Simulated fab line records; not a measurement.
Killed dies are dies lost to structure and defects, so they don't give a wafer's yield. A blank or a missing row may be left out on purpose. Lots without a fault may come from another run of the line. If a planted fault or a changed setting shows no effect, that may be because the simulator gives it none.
Which tool was responsible? | flow berkeley-cmos170 | 7 lots with 21 wafers sampled at 2 steps, on a route of 331 steps

## WHAT EACH GAUGE READ, for each wafer
UCB170_PVT_TW_MEAS_09.
lot  | measured     | on            | PVT_TW
L352 | day 6 12:16  | film-metro-01 | 509 510 508
L364 | day 8 21:49  | film-metro-01 | 511 507 508
L367 | day 8 22:43  | film-metro-02 | 504 504 504
L362 | day 8 23:07  | film-metro-01 | 541 545 544 545 546 545
L371 | day 9 22:47  | film-metro-04 | 514 515 511
L369 | day 9 23:09  | film-metro-02 | 506 503 508
L375 | day 10 19:29 | film-metro-01 | 508 506 506

## WHAT TOOL EACH LOT RAN ON (gives the tool, then ch and the chambers of the sampled wafers, and finally the start)
lot  | UCB170_PVT_IMPLANT_07
L352 | implanter-02 ch 0, day 6 12:02
L364 | implanter-03 ch 0, day 8 21:34
L367 | implanter-02 ch 0, day 8 22:28
L362 | implanter-04 ch 0, day 8 22:52
L371 | implanter-02 ch 0, day 9 22:32
L369 | implanter-02 ch 0, day 9 22:56
L375 | implanter-03 ch 0, day 10 19:14
- UCB170_PVT_IMPLANT_07

## THE ANSWER, worked out from the rows above alone
Rule: the usual values come from the lots themselves. Put in order of their means at a reading, lots are off if they are a third of the lots or fewer, leave a main group of 4 or more, and stand apart from it by a gap of 3 or more times the standard deviation of the main group's means; of several such gaps the widest counts. A main group whose means are all the same, to the digits that the tables above print for the reading, isn't used. A lot without any number at a reading at which 4 lots or more have one is off too. Where the step has rows for the other lots, those lots are counted as sound.
Off: L362, seen at UCB170_PVT_TW_MEAS_09 (PVT_TW). Main group: mean 508, sd 3.
A tool fits if, at a process step before that reading, it ran every lot that is off, and no sound lot after the first of them. The gauges at UCB170_PVT_TW_MEAS_09 are tried like those tools. One fits: implanter-04 at UCB170_PVT_IMPLANT_07. It ran no sound lot before its first lot that is off in this sample, so the start can't be narrowed down.

## WHAT THE SIMULATOR PUT IN
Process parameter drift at UCB170_PVT_IMPLANT_07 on implanter-04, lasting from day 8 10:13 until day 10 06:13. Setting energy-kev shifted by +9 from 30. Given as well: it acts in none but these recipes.
Lots struck among those shown: L362. The rule above found the same.
